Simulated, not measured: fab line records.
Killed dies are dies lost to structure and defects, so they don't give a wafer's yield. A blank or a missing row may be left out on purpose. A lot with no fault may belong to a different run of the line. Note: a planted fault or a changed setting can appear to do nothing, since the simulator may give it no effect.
Commonality check across tools | flow ritCmos | Sample size 14 lots and 42 wafers

## WHY IT WAS OPENED
At RIT_FOX1_THK_MEAS_01 the reading FOX1_OXIDE_THK is flagged on 2 of 14 lots. No-fault wafers: 353 nm, standard deviation 8.4.
Rule: flag the lot when none of its wafers has a number, or when each of its wafers that has one lies beyond 4 standard deviations from that mean. The rest of the lots are taken to be sound.

lot  | measured    | on           | FOX1_OXIDE_THK (nm), wafer by wafer | flag
L986 | day 2 03:14 | filmMetro-03 | 357 360 354                         | 
L987 | day 2 10:11 | filmMetro-01 | 355 365 365                         | 
L988 | day 2 14:14 | filmMetro-03 | 359 361 359                         | 
L990 | day 3 01:11 | filmMetro-01 | 349 353 355                         | 
L991 | day 3 05:53 | filmMetro-01 | 345 342 350                         | 
L992 | day 3 09:10 | filmMetro-01 | 345 353 350                         | 
L993 | day 3 15:28 | filmMetro-01 | 353 347 346                         | 
L994 | day 3 21:22 | filmMetro-01 | 357 357 350                         | 
L995 | day 4 01:53 | filmMetro-03 | 359 364 365                         | 
L996 | day 4 06:50 | filmMetro-02 | 345 345 347                         | 
L999 | day 4 21:26 | filmMetro-01 | 362 361 356                         | 
L103 | day 5 17:22 | filmMetro-02 | 289 292 291                         | FLAGGED
L104 | day 5 22:34 | filmMetro-01 | 361 364 367                         | 
L106 | day 6 07:48 | filmMetro-02 | 303 311 298                         | FLAGGED
On average the flagged lots' numbers are 297 nm, which is -56 nm against the usual, or -7 standard deviations.

## LOT BY LOT: THE TOOL USED
The record keeps 1 process step preceding the reading, out of 202 steps on the route. Every cell lists first the tool, next ch and the chambers used by the sampled wafers, and last the start.
lot  | flag    | RIT_FOX1_OXIDATION_00
L986 |         | furnace-04 ch 0, day 2 01:55
L987 |         | furnace-04 ch 0, day 2 08:51
L988 |         | furnace-03 ch 0, day 2 12:55
L990 |         | furnace-03 ch 0, day 2 23:53
L991 |         | furnace-03 ch 0, day 3 04:32
L992 |         | furnace-03 ch 0, day 3 07:51
L993 |         | furnace-01 ch 0, day 3 14:08
L994 |         | furnace-04 ch 0, day 3 20:03
L995 |         | furnace-01 ch 0, day 4 00:34
L996 |         | furnace-01 ch 0, day 4 05:31
L999 |         | furnace-04 ch 0, day 4 20:07
L103 | FLAGGED | furnace-03 ch 0, day 5 16:03
L104 |         | furnace-04 ch 0, day 5 21:15
L106 | FLAGGED | furnace-03 ch 0, day 6 06:29
These steps, and what they do:
- RIT_FOX1_OXIDATION_00: target thk 350.7 nm, ox time 1130 s.
- RIT_FOX1_THK_MEAS_01

## FLAGGED AGAINST TOTAL, ONE TOOL AT A TIME (gauges that did the reading follow at the end)
step                  | tool         | lots run | flagged | share of the flagged lots | sound lots run after its first flagged lot
RIT_FOX1_OXIDATION_00 | furnace-01   | 3        | 0       | none                      | -
RIT_FOX1_OXIDATION_00 | furnace-03   | 6        | 2       | all                       | 0
RIT_FOX1_OXIDATION_00 | furnace-04   | 5        | 0       | none                      | -
RIT_FOX1_THK_MEAS_01  | filmMetro-01 | 8        | 0       | none                      | -
RIT_FOX1_THK_MEAS_01  | filmMetro-02 | 3        | 2       | all                       | 0
RIT_FOX1_THK_MEAS_01  | filmMetro-03 | 3        | 0       | none                      | -

## WHAT THE TABLE ALLOWS
furnace-03 at RIT_FOX1_OXIDATION_00 and filmMetro-02 at RIT_FOX1_THK_MEAS_01 are the 2 rows of the table that ran each flagged lot.
- furnace-03 at RIT_FOX1_OXIDATION_00 ran 6 lots, 2 of them flagged. Last sound lot L992 at day 3 07:51, first flagged lot L103 at day 5 16:03; a fault beginning in between fits.
- filmMetro-02 at RIT_FOX1_THK_MEAS_01 ran 3 lots, 2 of them flagged. Last sound lot L996 at day 4 06:50, first flagged lot L103 at day 5 17:22; a fault beginning in between fits.
Counting lots can't tell these 2 tools apart, because each fits a fault that began at some hour. More lots, or a look at what each step does to the wafer, might.

## WHAT THE SIMULATOR PUT IN
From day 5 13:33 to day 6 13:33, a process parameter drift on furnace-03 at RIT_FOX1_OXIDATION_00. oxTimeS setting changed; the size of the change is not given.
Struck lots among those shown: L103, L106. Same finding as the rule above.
